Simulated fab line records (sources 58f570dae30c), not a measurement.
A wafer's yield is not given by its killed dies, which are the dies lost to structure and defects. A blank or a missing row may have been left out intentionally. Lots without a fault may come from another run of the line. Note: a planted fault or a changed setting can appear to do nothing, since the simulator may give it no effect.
A lot that was struck, set against a sound lot / flow berkeley cmos170 / 14 steps out of a route of 331
Sound: these wafers, L688.1, L688.2, L688.4. Wafers struck: L699.2, L699.4, L699.5. The cause is named last.
Each step with rows lists, per side, the tool, then ch with its chambers, then its first start. Under that, the readings that differ: sound wafers / struck wafers / difference of the means / sigmas: that difference in standard deviations of wafers without a fault.
alike: same words and numbers on both sides, and readings whose means sit less than 2 such deviations apart. not compared: any withheld reading, any reading some wafer has no value for, any bound like >300 that may hide the same value, and any number with overlapping values for which the record gives no deviation.
Wherever a step has rows on one side only, a row that says differs or no value, or a row with sigmas, the two part there. When numbers do not overlap yet have no deviation, they are printed without sigmas and do not part them. Lack of a reading on every wafer of one side parts them only where that side has two or more wafers.

first, 3 steps without rows for these wafers: UCB170_ACTIVE_CLEAN_00 (cleans in SPM, time 600 s); UCB170_ACTIVE_CLEAN_01 (cleans in dHF, time 60 s); UCB170_ACTIVE_OXIDATION_02 (target thk 26.4 nm, ox time 1260 s).
UCB170_ACTIVE_THK_MEAS_03:
  sound on film metro-03, day 5 03:32; struck on film metro-03, day 7 07:20
  alike: ACTIVE_OXIDE_THK
then, 2 steps without rows for these wafers: UCB170_ACTIVE_ANNEAL_04 (time 900 s); UCB170_ACTIVE_CVD_05 (deposits Si3N4 from SiH2Cl2/NH3, target thk 220 nm, time 3300 s).
UCB170_ACTIVE_THK_MEAS_06:
  sound on film metro-01, day 5 08:57; struck on film metro-02, day 7 15:24
  alike: ACTIVE_NITRIDE_THK
then, 5 steps without rows for these wafers: UCB170_ACTIVE_HMDS_07 (prime time 60 s); UCB170_ACTIVE_COAT_08 (resist thk 900 nm); UCB170_ACTIVE_SOFTBAKE_09 (time 60 s); UCB170_ACTIVE_EXPOSE_10 (exposes mask ACTIVE, target cd 1200 nm); UCB170_ACTIVE_PEB_11.
UCB170_ACTIVE_DEVELOP_12: develop time 45 s.
  sound on litho track-02 ch 0, day 5 10:00; struck on litho track-02, day 7 17:00
  no value came back on the struck wafers for chill plate temp C (C), develop time s (s); on the sound wafers chill plate temp C (C) reads 22.98 23.06 23.00
reading=model.KrF_of_ACTIVE_COAT_08.thk nm (nm); sound=886.5 886.3 885.7; struck=897.3 898 897.3; difference=+11.4; sigmas=
UCB170_ACTIVE_CD_MEAS_13 targets a cd of 1200 nm.
  sound on cd sem-01, day 5 10:26; struck on cd sem-01, day 7 17:09
reading=cd nm (nm); sound=1201.4 1201.3 1200.1; struck=- - -; difference=no value on the struck wafers; sigmas=

WHERE THEY PART
At UCB170_ACTIVE_DEVELOP_12 first; at UCB170_ACTIVE_CD_MEAS_13 last (within this record only).

WHY: the cause the simulator had injected
Skipped step whole: litho track-02, from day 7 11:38 on, at UCB170_ACTIVE_DEVELOP_12. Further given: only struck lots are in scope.
